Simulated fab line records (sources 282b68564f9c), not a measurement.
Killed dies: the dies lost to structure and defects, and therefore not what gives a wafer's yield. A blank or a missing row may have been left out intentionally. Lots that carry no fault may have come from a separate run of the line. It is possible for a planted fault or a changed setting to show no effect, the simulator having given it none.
Which of the tools did it? || flow rit cmos || 13 lots, 39 wafers sampled, at 7 steps of a route of 202

== WHAT EACH GAUGE READ, for each wafer ==
RIT_NLDD_TW_MEAS_10. Usual: NLDD_TW gives 2509 (standard deviation 35).
{"lot": "L876", "measured": "day 2 17:43", "on": "film metro-02", "NLDD_TW": "2483 2491 2464", "flag": ""}
{"lot": "L877", "measured": "day 2 23:44", "on": "film metro-01", "NLDD_TW": "2452 2463 2447", "flag": ""}
{"lot": "L878", "measured": "day 3 03:29", "on": "film metro-03", "NLDD_TW": "2555 2559 2557", "flag": ""}
{"lot": "L879", "measured": "day 3 10:25", "on": "film metro-02", "NLDD_TW": "2503 2503 2494", "flag": ""}
{"lot": "L880", "measured": "day 3 18:24", "on": "film metro-02", "NLDD_TW": "2495 2492 2494", "flag": ""}
{"lot": "L881", "measured": "day 4 01:13", "on": "film metro-03", "NLDD_TW": "2551 2552 2548", "flag": ""}
{"lot": "L882", "measured": "day 4 06:16", "on": "film metro-03", "NLDD_TW": "2548 2547 2549", "flag": ""}
{"lot": "L883", "measured": "day 4 09:28", "on": "film metro-03", "NLDD_TW": "2549 2547 2544", "flag": ""}
{"lot": "L885", "measured": "day 4 23:46", "on": "film metro-02", "NLDD_TW": "2478 2491 2484", "flag": ""}
{"lot": "L890", "measured": "day 5 18:58", "on": "film metro-02", "NLDD_TW": "2481 2475 2473", "flag": ""}
{"lot": "L892", "measured": "day 6 01:17", "on": "film metro-03", "NLDD_TW": "2547 2549 2545", "flag": ""}
{"lot": "L894", "measured": "day 6 13:15", "on": "film metro-01", "NLDD_TW": "2464 2455 2482", "flag": ""}
{"lot": "L896", "measured": "day 6 21:38", "on": "film metro-01", "NLDD_TW": "2470 2461 2469", "flag": ""}

RIT_PSD_OVL_MEAS_06. Usual: PSD_OVL gives -0.5 nm (standard deviation 1.6).
{"lot": "L876", "measured": "day 3 00:18", "on": "overlay-02", "PSD_OVL (nm)": "-0.7 0.5 -0.5", "flag": ""}
{"lot": "L877", "measured": "day 3 06:20", "on": "overlay-02", "PSD_OVL (nm)": "-1.8 -2.6 -2.6", "flag": ""}
{"lot": "L878", "measured": "day 3 09:53", "on": "overlay-02", "PSD_OVL (nm)": "-0.8 -1.5 0.0", "flag": ""}
{"lot": "L879", "measured": "day 3 16:55", "on": "overlay-02", "PSD_OVL (nm)": "-3.1 -2.2 -1.8", "flag": ""}
{"lot": "L880", "measured": "day 4 00:56", "on": "overlay-02", "PSD_OVL (nm)": "1.4 -0.1 0.7", "flag": ""}
{"lot": "L881", "measured": "day 4 07:53", "on": "overlay-02", "PSD_OVL (nm)": "-4.4 -2.7 -3.3", "flag": ""}
{"lot": "L882", "measured": "day 4 13:01", "on": "overlay-01", "PSD_OVL (nm)": "-2.1 -1.4 -2.3", "flag": ""}
{"lot": "L883", "measured": "day 4 16:10", "on": "overlay-02", "PSD_OVL (nm)": "1.1 1.3 0.2", "flag": ""}
{"lot": "L885", "measured": "day 5 06:01", "on": "overlay-01", "PSD_OVL (nm)": "-2.7 -2.9 -3.3", "flag": ""}
{"lot": "L890", "measured": "day 6 01:13", "on": "overlay-01", "PSD_OVL (nm)": "-0.5 -0.3 0.3", "flag": ""}
{"lot": "L892", "measured": "day 6 07:48", "on": "overlay-02", "PSD_OVL (nm)": "0.6 1.4 0.6", "flag": ""}
{"lot": "L894", "measured": "day 6 19:50", "on": "overlay-02", "PSD_OVL (nm)": "1.0 0.2 -0.3", "flag": ""}
{"lot": "L896", "measured": "day 7 04:15", "on": "overlay-02", "PSD_OVL (nm)": "0.0 0.2 0.9", "flag": ""}

RIT_SDANNEAL_RS_MEAS_04: the measuring method here is four-point-probe. Usual: PSD_RS gives 115.55 ohm/sq (standard deviation 0.27).
{"lot": "L876", "measured": "day 3 01:20", "on": "film metro-03", "PSD_RS (ohm/sq)": "115.61 115.74 115.66", "flag": ""}
{"lot": "L877", "measured": "day 3 07:20", "on": "film metro-03", "PSD_RS (ohm/sq)": "115.45 115.33 115.56", "flag": ""}
{"lot": "L878", "measured": "day 3 10:53", "on": "film metro-01", "PSD_RS (ohm/sq)": "116.06 115.57 115.67", "flag": ""}
{"lot": "L879", "measured": "day 3 18:05", "on": "film metro-01", "PSD_RS (ohm/sq)": "115.69 115.61 115.64", "flag": ""}
{"lot": "L880", "measured": "day 4 02:06", "on": "film metro-02", "PSD_RS (ohm/sq)": "115.03 115.15 114.93", "flag": ""}
{"lot": "L881", "measured": "day 4 08:57", "on": "film metro-01", "PSD_RS (ohm/sq)": "115.38 115.47 115.64", "flag": ""}
{"lot": "L882", "measured": "day 4 14:05", "on": "film metro-03", "PSD_RS (ohm/sq)": "115.19 115.16 115.60", "flag": ""}
{"lot": "L883", "measured": "day 4 17:14", "on": "film metro-02", "PSD_RS (ohm/sq)": "115.58 115.56 115.51", "flag": ""}
{"lot": "L885", "measured": "day 5 07:02", "on": "film metro-01", "PSD_RS (ohm/sq)": "96.32 96.11 96.11", "flag": "OFF"}
{"lot": "L890", "measured": "day 6 02:13", "on": "film metro-02", "PSD_RS (ohm/sq)": "115.76 115.80 115.83", "flag": ""}
{"lot": "L892", "measured": "day 6 08:52", "on": "film metro-01", "PSD_RS (ohm/sq)": "115.26 115.29 115.18", "flag": ""}
{"lot": "L894", "measured": "day 6 20:51", "on": "film metro-01", "PSD_RS (ohm/sq)": "115.44 115.58 115.88", "flag": ""}
{"lot": "L896", "measured": "day 7 05:16", "on": "film metro-02", "PSD_RS (ohm/sq)": "115.05 115.87 115.47", "flag": ""}

RIT_SDANNEAL_RS_MEAS_05: the measuring method here is four-point-probe. Usual: NSD_RS gives 86.0 ohm/sq (standard deviation 0.32).
{"lot": "L876", "measured": "day 3 01:27", "on": "film metro-03", "NSD_RS (ohm/sq)": "85.6 85.6 86.0", "flag": ""}
{"lot": "L877", "measured": "day 3 07:27", "on": "film metro-03", "NSD_RS (ohm/sq)": "86.0 85.8 85.9", "flag": ""}
{"lot": "L878", "measured": "day 3 11:01", "on": "film metro-01", "NSD_RS (ohm/sq)": "86.6 86.4 86.5", "flag": ""}
{"lot": "L879", "measured": "day 3 18:12", "on": "film metro-01", "NSD_RS (ohm/sq)": "85.9 86.1 86.0", "flag": ""}
{"lot": "L880", "measured": "day 4 02:13", "on": "film metro-02", "NSD_RS (ohm/sq)": "86.1 86.3 85.9", "flag": ""}
{"lot": "L881", "measured": "day 4 09:04", "on": "film metro-01", "NSD_RS (ohm/sq)": "86.9 86.3 86.4", "flag": ""}
{"lot": "L882", "measured": "day 4 14:12", "on": "film metro-03", "NSD_RS (ohm/sq)": "85.6 85.7 85.9", "flag": ""}
{"lot": "L883", "measured": "day 4 17:22", "on": "film metro-02", "NSD_RS (ohm/sq)": "85.9 86.2 86.1", "flag": ""}
{"lot": "L885", "measured": "day 5 07:09", "on": "film metro-01", "NSD_RS (ohm/sq)": "84.6 84.8 84.8", "flag": "OFF"}
{"lot": "L890", "measured": "day 6 02:20", "on": "film metro-02", "NSD_RS (ohm/sq)": "86.0 85.9 85.9", "flag": ""}
{"lot": "L892", "measured": "day 6 08:59", "on": "film metro-01", "NSD_RS (ohm/sq)": "86.3 86.3 85.9", "flag": ""}
{"lot": "L894", "measured": "day 6 20:58", "on": "film metro-01", "NSD_RS (ohm/sq)": "85.8 86.2 86.2", "flag": ""}
{"lot": "L896", "measured": "day 7 05:23", "on": "film metro-02", "NSD_RS (ohm/sq)": "86.2 86.1 86.2", "flag": ""}

RIT_SDANNEAL_RS_MEAS_06: the measuring method here is four-point-probe. Usual: PLDD_RS gives 178.6 ohm/sq (standard deviation 0.5).
{"lot": "L876", "measured": "day 3 01:34", "on": "film metro-03", "PLDD_RS (ohm/sq)": "178.6 178.5 179.1", "flag": ""}
{"lot": "L877", "measured": "day 3 07:34", "on": "film metro-03", "PLDD_RS (ohm/sq)": "179.0 179.0 179.4", "flag": ""}
{"lot": "L878", "measured": "day 3 11:08", "on": "film metro-01", "PLDD_RS (ohm/sq)": "178.9 178.5 177.6", "flag": ""}
{"lot": "L879", "measured": "day 3 18:19", "on": "film metro-01", "PLDD_RS (ohm/sq)": "178.5 177.7 177.9", "flag": ""}
{"lot": "L880", "measured": "day 4 02:20", "on": "film metro-02", "PLDD_RS (ohm/sq)": "177.3 177.6 177.5", "flag": ""}
{"lot": "L881", "measured": "day 4 09:11", "on": "film metro-01", "PLDD_RS (ohm/sq)": "178.7 178.7 178.7", "flag": ""}
{"lot": "L882", "measured": "day 4 14:19", "on": "film metro-03", "PLDD_RS (ohm/sq)": "178.6 178.5 177.5", "flag": ""}
{"lot": "L883", "measured": "day 4 17:29", "on": "film metro-02", "PLDD_RS (ohm/sq)": "178.7 179.3 178.3", "flag": ""}
{"lot": "L885", "measured": "day 5 07:16", "on": "film metro-01", "PLDD_RS (ohm/sq)": "162.3 161.9 162.0", "flag": "OFF"}
{"lot": "L890", "measured": "day 6 02:28", "on": "film metro-02", "PLDD_RS (ohm/sq)": "179.0 178.5 179.0", "flag": ""}
{"lot": "L892", "measured": "day 6 09:07", "on": "film metro-01", "PLDD_RS (ohm/sq)": "178.8 178.8 178.8", "flag": ""}
{"lot": "L894", "measured": "day 6 21:05", "on": "film metro-01", "PLDD_RS (ohm/sq)": "179.1 179.2 178.6", "flag": ""}
{"lot": "L896", "measured": "day 7 05:30", "on": "film metro-02", "PLDD_RS (ohm/sq)": "178.6 178.4 178.7", "flag": ""}

RIT_CONTACT_THK_MEAS_01. Usual: CONTACT_TEOS_THK gives 401 nm (standard deviation 6.4).
{"lot": "L876", "measured": "day 3 02:25", "on": "film metro-03", "CONTACT_TEOS_THK (nm)": "412 408 409", "flag": ""}
{"lot": "L877", "measured": "day 3 08:23", "on": "film metro-01", "CONTACT_TEOS_THK (nm)": "402 400 398", "flag": ""}
{"lot": "L878", "measured": "day 3 11:55", "on": "film metro-01", "CONTACT_TEOS_THK (nm)": "399 390 410", "flag": ""}
{"lot": "L879", "measured": "day 3 19:10", "on": "film metro-03", "CONTACT_TEOS_THK (nm)": "395 398 402", "flag": ""}
{"lot": "L880", "measured": "day 4 03:08", "on": "film metro-01", "CONTACT_TEOS_THK (nm)": "401 394 407", "flag": ""}
{"lot": "L881", "measured": "day 4 10:07", "on": "film metro-01", "CONTACT_TEOS_THK (nm)": "393 394 402", "flag": ""}
{"lot": "L882", "measured": "day 4 15:10", "on": "film metro-03", "CONTACT_TEOS_THK (nm)": "412 406 406", "flag": ""}
{"lot": "L883", "measured": "day 4 18:22", "on": "film metro-03", "CONTACT_TEOS_THK (nm)": "411 406 398", "flag": ""}
{"lot": "L885", "measured": "day 5 08:05", "on": "film metro-04", "CONTACT_TEOS_THK (nm)": "408 416 415", "flag": ""}
{"lot": "L890", "measured": "day 6 03:16", "on": "film metro-01", "CONTACT_TEOS_THK (nm)": "395 389 401", "flag": ""}
{"lot": "L892", "measured": "day 6 09:53", "on": "film metro-01", "CONTACT_TEOS_THK (nm)": "397 404 406", "flag": ""}
{"lot": "L894", "measured": "day 6 21:53", "on": "film metro-03", "CONTACT_TEOS_THK (nm)": "398 414 407", "flag": ""}
{"lot": "L896", "measured": "day 7 06:19", "on": "film metro-04", "CONTACT_TEOS_THK (nm)": "396 397 406", "flag": ""}

== TOOL THAT RAN EACH LOT (tool first, then ch and the chambers of the sampled wafers, then the start) ==
{"lot": "L876", "RIT_SDANNEAL_RTA_03": "rtp anneal-02 ch 0, day 3 01:15"}
{"lot": "L877", "RIT_SDANNEAL_RTA_03": "rtp anneal-01 ch 0, day 3 07:16"}
{"lot": "L878", "RIT_SDANNEAL_RTA_03": "rtp anneal-02 ch 0, day 3 10:49"}
{"lot": "L879", "RIT_SDANNEAL_RTA_03": "rtp anneal-01 ch 0, day 3 18:01"}
{"lot": "L880", "RIT_SDANNEAL_RTA_03": "rtp anneal-02 ch 0, day 4 02:02"}
{"lot": "L881", "RIT_SDANNEAL_RTA_03": "rtp anneal-01 ch 0, day 4 08:50"}
{"lot": "L882", "RIT_SDANNEAL_RTA_03": "rtp anneal-02 ch 0, day 4 13:59"}
{"lot": "L883", "RIT_SDANNEAL_RTA_03": "rtp anneal-01 ch 0, day 4 17:07"}
{"lot": "L885", "RIT_SDANNEAL_RTA_03": "rtp anneal-01 ch 0, day 5 06:58"}
{"lot": "L890", "RIT_SDANNEAL_RTA_03": "rtp anneal-02 ch 0, day 6 02:10"}
{"lot": "L892", "RIT_SDANNEAL_RTA_03": "rtp anneal-02 ch 0, day 6 08:47"}
{"lot": "L894", "RIT_SDANNEAL_RTA_03": "rtp anneal-02 ch 0, day 6 20:47"}
{"lot": "L896", "RIT_SDANNEAL_RTA_03": "rtp anneal-02 ch 0, day 7 05:12"}
- RIT_SDANNEAL_RTA_03: time 5 s.

== WHAT THE TOOLS THEMSELVES READ (means of the sampled wafers that have a number; where no wafer has one, the mark that the record gives instead) ==
RIT_SDANNEAL_RTA_03. Usual: wafer_temp_C_max 1053.7, standard deviation 1.2.
{"lot": "L876", "tool": "rtp anneal-02", "wafer_temp_C_max": 1053.7, "flag": ""}
{"lot": "L877", "tool": "rtp anneal-01", "wafer_temp_C_max": 1054.2, "flag": ""}
{"lot": "L878", "tool": "rtp anneal-02", "wafer_temp_C_max": 1052.7, "flag": ""}
{"lot": "L879", "tool": "rtp anneal-01", "wafer_temp_C_max": 1053.9, "flag": ""}
{"lot": "L880", "tool": "rtp anneal-02", "wafer_temp_C_max": 1053.6, "flag": ""}
{"lot": "L881", "tool": "rtp anneal-01", "wafer_temp_C_max": 1053.8, "flag": ""}
{"lot": "L882", "tool": "rtp anneal-02", "wafer_temp_C_max": 1055.1, "flag": ""}
{"lot": "L883", "tool": "rtp anneal-01", "wafer_temp_C_max": 1052.9, "flag": ""}
{"lot": "L885", "tool": "rtp anneal-01", "wafer_temp_C_max": 1054.7, "flag": ""}
{"lot": "L890", "tool": "rtp anneal-02", "wafer_temp_C_max": 1054.0, "flag": ""}
{"lot": "L892", "tool": "rtp anneal-02", "wafer_temp_C_max": 1054.5, "flag": ""}
{"lot": "L894", "tool": "rtp anneal-02", "wafer_temp_C_max": 1053.3, "flag": ""}
{"lot": "L896", "tool": "rtp anneal-02", "wafer_temp_C_max": 1054.0, "flag": ""}

== THE ANSWER, worked out from the rows above alone ==
Rule: a lot counts as off when the mean over its wafers that have a number is more than 3 standard deviations away from the usual mean. Also off: a lot with no number at a reading for which 4 or more lots have one. Where the step has rows for the other lots, those lots are counted as sound. The gauges are gone through in route order, then the tools' own readings, and for those a lot's mean is taken as printed above. The first step at which some lot is off is used, and at that step the reading that is off furthest; a lot without a number counts as furthest.
Off: L885, at RIT_SDANNEAL_RS_MEAS_04 (PSD_RS).
A tool fits if, at a process step before that reading, it ran every lot that is off, and no sound lot after the first of them. Gauges at RIT_SDANNEAL_RS_MEAS_04: tried the same way as those tools. One fits: RIT_SDANNEAL_RTA_03 on rtp anneal-01. Its last sound lot is L883 (day 4 17:07), its first lot that is off L885 (day 5 06:58): a fault that began between those two fits.

== WHAT THE SIMULATOR PUT IN ==
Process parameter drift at RIT_SDANNEAL_RTA_03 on rtp anneal-01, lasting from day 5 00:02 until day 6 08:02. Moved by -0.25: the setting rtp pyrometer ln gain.
Lots struck among those shown: L885. Same finding as the rule above.
